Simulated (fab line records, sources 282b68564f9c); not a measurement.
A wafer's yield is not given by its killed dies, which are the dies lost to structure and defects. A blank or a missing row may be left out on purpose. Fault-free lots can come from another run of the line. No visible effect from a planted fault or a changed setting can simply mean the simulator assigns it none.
Code-filled problem report in 8D (eight disciplines) form    flow rit cmos    the parts of the form that need people (team, actions taken, sign-off) are left out

1. PROBLEM STATEMENT
Wafers without a fault read 34.57 W, standard deviation 0.05; heater power total W at RIT_NSD_SOFTBAKE_02 reads a mean of 33.27 W on 6 wafers belonging to 2 lots. Relative to the usual mean, that is a shift of -26 standard deviations.
The step: time 60 s.
Seen first at day 6 09:34 on litho track-02, wafer L560.1. At this step, 18 wafers from 6 lots have a number in the record. Rule for "out" (also "out of limits"): further than 4 standard deviations from the usual mean. The other wafers with a number count as sound.

2. WHAT IT IS, AND WHAT IT ISN'T
question                     is                                  is not
which readings at this step  heater power total W, plate temp C  -
which lots                   L560, L561                          L544, L556, L564, L565
which wafers of those lots   all that have a number              -
read on which tools          litho track-02                      litho track-01, litho track-04
when                         from day 6 09:34                    up to then (6 sound wafers); but 6 sound wafers of L564, L565 came after

3. THE SUSPECTS, EACH WITH WHAT RULES IT OUT
Counting: a tool at any process step up to the reading remains a suspect when it ran all the lots that are out and ran no sound lot after the first of those.
- litho track-02 at RIT_NSD_SOFTBAKE_02 (time 60 s): kept. It processed each lot that is out, first L560 at day 6 09:34, and no sound lot thereafter; up to then, the last sound lot it processed was L544 at day 3 09:08. Its own heater power total W, plate temp C readings are out on those wafers.
Left after counting: litho track-02 at RIT_NSD_SOFTBAKE_02.

4. THE CAUSE (what the simulator had put in)
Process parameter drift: litho track-02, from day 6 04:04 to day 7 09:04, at RIT_NSD_SOFTBAKE_02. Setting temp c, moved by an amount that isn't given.
This tool alone remained once counting was done.

5. SEQUENCE OF EFFECTS, ordered by route
Rows list readings where the struck wafers' mean (over those with a number) sits beyond 3 standard deviations from the usual. Only readings whose record carries a usual standard deviation are examined. hours: median over the lots of the time between each lot's start at the first step of this table that gives one and its start at this step. sigmas: the change, counted in usual standard deviations.
hours  step                 reading               usual    on struck wafers  change  sigmas
0      RIT_NSD_SOFTBAKE_02  heater power total W  34.57 W  33.27             -1.30   -26
0      RIT_NSD_SOFTBAKE_02  plate temp C          89.99 C  87.55             -2.44   -20
The process steps in it:
- RIT_NSD_SOFTBAKE_02: time 60 s.
Later measuring or inspecting steps at which every struck wafer that the step has a row for has a number for every such reading, and none has moved that far: RIT_NSD_OVL_MEAS_06.

6. HOW IT WOULD HAVE BEEN CAUGHT EARLIER
First out-of-limits reading in this record: day 6 09:34, which is 6 hours after fault onset at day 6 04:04.
